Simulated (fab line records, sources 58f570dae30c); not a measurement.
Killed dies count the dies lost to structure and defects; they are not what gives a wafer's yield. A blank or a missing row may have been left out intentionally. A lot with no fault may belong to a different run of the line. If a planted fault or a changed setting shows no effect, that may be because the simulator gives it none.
Split-lot study || flow berkeley-cmos170 || route with 331 steps; 5 lots, 23 wafers read

## SPLIT DETAILS
At UCB170_NLDD_COAT_01 (resist thk 900 nm), the setting resist-thk-nm was moved away from the recipe's 900 nm on 11 of the 23 wafers read, by -4.1% to +2.5%. The other wafers ran this setting at the recipe's value.

Reading taken at the split's own step.

## THE READING
KrF_of_NLDD_COAT_01.thk-nm (the simulator's own value, which no gauge read), in nm, at UCB170_NLDD_COAT_01 (resist thk 900 nm). The file gives no usual value for it. The 12 wafers here that ran the recipe average 900.8 nm, standard deviation 3.1 nm.

{"wafer": "L074.1", "tool, chamber at the split": "litho-track-01, 0", "resist-thk-nm as run, nm": 900, "against the recipe": "recipe", "KrF_of_NLDD_COAT_01.thk-nm, nm": 902.5, "against lot-mates on the recipe": "-"}
{"wafer": "L074.2", "tool, chamber at the split": "litho-track-01, 0", "resist-thk-nm as run, nm": 922.4, "against the recipe": "+2.5%", "KrF_of_NLDD_COAT_01.thk-nm, nm": 924.2, "against lot-mates on the recipe": "+21.7"}
{"wafer": "L074.3", "tool, chamber at the split": "litho-track-01, 0", "resist-thk-nm as run, nm": 922.4, "against the recipe": "+2.5%", "KrF_of_NLDD_COAT_01.thk-nm, nm": 923.1, "against lot-mates on the recipe": "+20.6"}
{"wafer": "L074.4", "tool, chamber at the split": "litho-track-01, 0", "resist-thk-nm as run, nm": 900, "against the recipe": "recipe", "KrF_of_NLDD_COAT_01.thk-nm, nm": 902.6, "against lot-mates on the recipe": "-"}
{"wafer": "L074.6", "tool, chamber at the split": "litho-track-01, 0", "resist-thk-nm as run, nm": 922.4, "against the recipe": "+2.5%", "KrF_of_NLDD_COAT_01.thk-nm, nm": 923, "against lot-mates on the recipe": "+20.5"}
{"wafer": "L076.2", "tool, chamber at the split": "litho-track-04, 0", "resist-thk-nm as run, nm": 900, "against the recipe": "recipe", "KrF_of_NLDD_COAT_01.thk-nm, nm": 902.7, "against lot-mates on the recipe": "-"}
{"wafer": "L076.3", "tool, chamber at the split": "litho-track-04, 0", "resist-thk-nm as run, nm": 900, "against the recipe": "recipe", "KrF_of_NLDD_COAT_01.thk-nm, nm": 905.6, "against lot-mates on the recipe": "-"}
{"wafer": "L076.5", "tool, chamber at the split": "litho-track-04, 0", "resist-thk-nm as run, nm": 900, "against the recipe": "recipe", "KrF_of_NLDD_COAT_01.thk-nm, nm": 904.9, "against lot-mates on the recipe": "-"}
{"wafer": "L079.1", "tool, chamber at the split": "litho-track-02, 0", "resist-thk-nm as run, nm": 900, "against the recipe": "recipe", "KrF_of_NLDD_COAT_01.thk-nm, nm": 895.1, "against lot-mates on the recipe": "-"}
{"wafer": "L079.2", "tool, chamber at the split": "litho-track-02, 0", "resist-thk-nm as run, nm": 900, "against the recipe": "recipe", "KrF_of_NLDD_COAT_01.thk-nm, nm": 902.5, "against lot-mates on the recipe": "-"}
{"wafer": "L079.3", "tool, chamber at the split": "litho-track-02, 0", "resist-thk-nm as run, nm": 863.3, "against the recipe": "-4.1%", "KrF_of_NLDD_COAT_01.thk-nm, nm": 860.1, "against lot-mates on the recipe": -37.8}
{"wafer": "L079.5", "tool, chamber at the split": "litho-track-02, 0", "resist-thk-nm as run, nm": 863.3, "against the recipe": "-4.1%", "KrF_of_NLDD_COAT_01.thk-nm, nm": 862.2, "against lot-mates on the recipe": -35.7}
{"wafer": "L079.6", "tool, chamber at the split": "litho-track-02, 0", "resist-thk-nm as run, nm": 900, "against the recipe": "recipe", "KrF_of_NLDD_COAT_01.thk-nm, nm": 896.2, "against lot-mates on the recipe": "-"}
{"wafer": "L078.1", "tool, chamber at the split": "litho-track-02, 0", "resist-thk-nm as run, nm": 900, "against the recipe": "recipe", "KrF_of_NLDD_COAT_01.thk-nm, nm": 900, "against lot-mates on the recipe": "-"}
{"wafer": "L078.3", "tool, chamber at the split": "litho-track-02, 0", "resist-thk-nm as run, nm": 917.1, "against the recipe": "+1.9%", "KrF_of_NLDD_COAT_01.thk-nm, nm": 916, "against lot-mates on the recipe": "+16.1"}
{"wafer": "L078.4", "tool, chamber at the split": "litho-track-02, 0", "resist-thk-nm as run, nm": 917.1, "against the recipe": "+1.9%", "KrF_of_NLDD_COAT_01.thk-nm, nm": 915.4, "against lot-mates on the recipe": "+15.5"}
{"wafer": "L078.5", "tool, chamber at the split": "litho-track-02, 0", "resist-thk-nm as run, nm": 900, "against the recipe": "recipe", "KrF_of_NLDD_COAT_01.thk-nm, nm": 899.8, "against lot-mates on the recipe": "-"}
{"wafer": "L078.6", "tool, chamber at the split": "litho-track-02, 0", "resist-thk-nm as run, nm": 917.1, "against the recipe": "+1.9%", "KrF_of_NLDD_COAT_01.thk-nm, nm": 917, "against lot-mates on the recipe": "+17.1"}
{"wafer": "L080.1", "tool, chamber at the split": "litho-track-04, 0", "resist-thk-nm as run, nm": 900, "against the recipe": "recipe", "KrF_of_NLDD_COAT_01.thk-nm, nm": 899, "against lot-mates on the recipe": "-"}
{"wafer": "L080.3", "tool, chamber at the split": "litho-track-04, 0", "resist-thk-nm as run, nm": 878.6, "against the recipe": "-2.4%", "KrF_of_NLDD_COAT_01.thk-nm, nm": 878.9, "against lot-mates on the recipe": -20.2}
{"wafer": "L080.4", "tool, chamber at the split": "litho-track-04, 0", "resist-thk-nm as run, nm": 878.6, "against the recipe": "-2.4%", "KrF_of_NLDD_COAT_01.thk-nm, nm": 879.1, "against lot-mates on the recipe": -20.0}
{"wafer": "L080.6", "tool, chamber at the split": "litho-track-04, 0", "resist-thk-nm as run, nm": 878.6, "against the recipe": "-2.4%", "KrF_of_NLDD_COAT_01.thk-nm, nm": 879.1, "against lot-mates on the recipe": -20.0}
{"wafer": "L080.5", "tool, chamber at the split": "litho-track-04, 0", "resist-thk-nm as run, nm": 900, "against the recipe": "recipe", "KrF_of_NLDD_COAT_01.thk-nm, nm": 899.2, "against lot-mates on the recipe": "-"}

THE FIT
A straight line over all 23 wafers: KrF_of_NLDD_COAT_01.thk-nm changes by +9.22 nm for each +1% of resist-thk-nm; r = +0.99; the points scatter about the line by 2.5 nm.
The same after taking each lot's own level away (the mean of its wafers on the recipe; 23 wafers): +8.68 nm for each +1%; r = +1.00; scatter 1.5 nm.
Per that fit: largest resist-thk-nm move, reading shift of 35 nm.
The lots' own levels span 897.93 to 904.40 nm, that is 2.1 times the standard deviation above.
Hence the lot-to-lot level has little effect on the slope; both slopes agree.
Check: for one of the wafers moved furthest among these (-4.1%), held out of the fit, the line's prediction against its lot-mates is -34.8 nm. Against them it came out at -37.8 nm.

## THE OTHER SPLITS THESE WAFERS WENT THROUGH
Other splits were also applied to these wafers ahead of the reading. Each is held against what the fit with the lots' levels taken away leaves over:
{"other split on the same wafers": "UCB170_GATE_SOFTBAKE_08 temp-c", "wafers away from the commonest value": 2, "r with KrF_of_NLDD_COAT_01.thk-nm (lot level and that fit taken away)": -0.05}

## THE WHOLE CHAIN: every reading that the file lists as answering this split, in the file's order
{"step": "UCB170_NLDD_COAT_01", "what it does": "resist thk 900 nm", "reading": "KrF_of_NLDD_COAT_01.thk-nm (the simulator's own value, which no gauge read)", "change (the file's fit)": "+8.74 nm for each +1% of the setting", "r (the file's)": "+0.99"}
{"step": "UCB170_NLDD_STRIP_10", "what it does": "strips in O2", "reading": "strip-time-to-endpoint-s", "change (the file's fit)": "withheld for each +1% of the setting", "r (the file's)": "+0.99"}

## FILE'S OWN FIT
KrF_of_NLDD_COAT_01.thk-nm changes by +8.74 nm for each +1% of resist-thk-nm, r = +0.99.
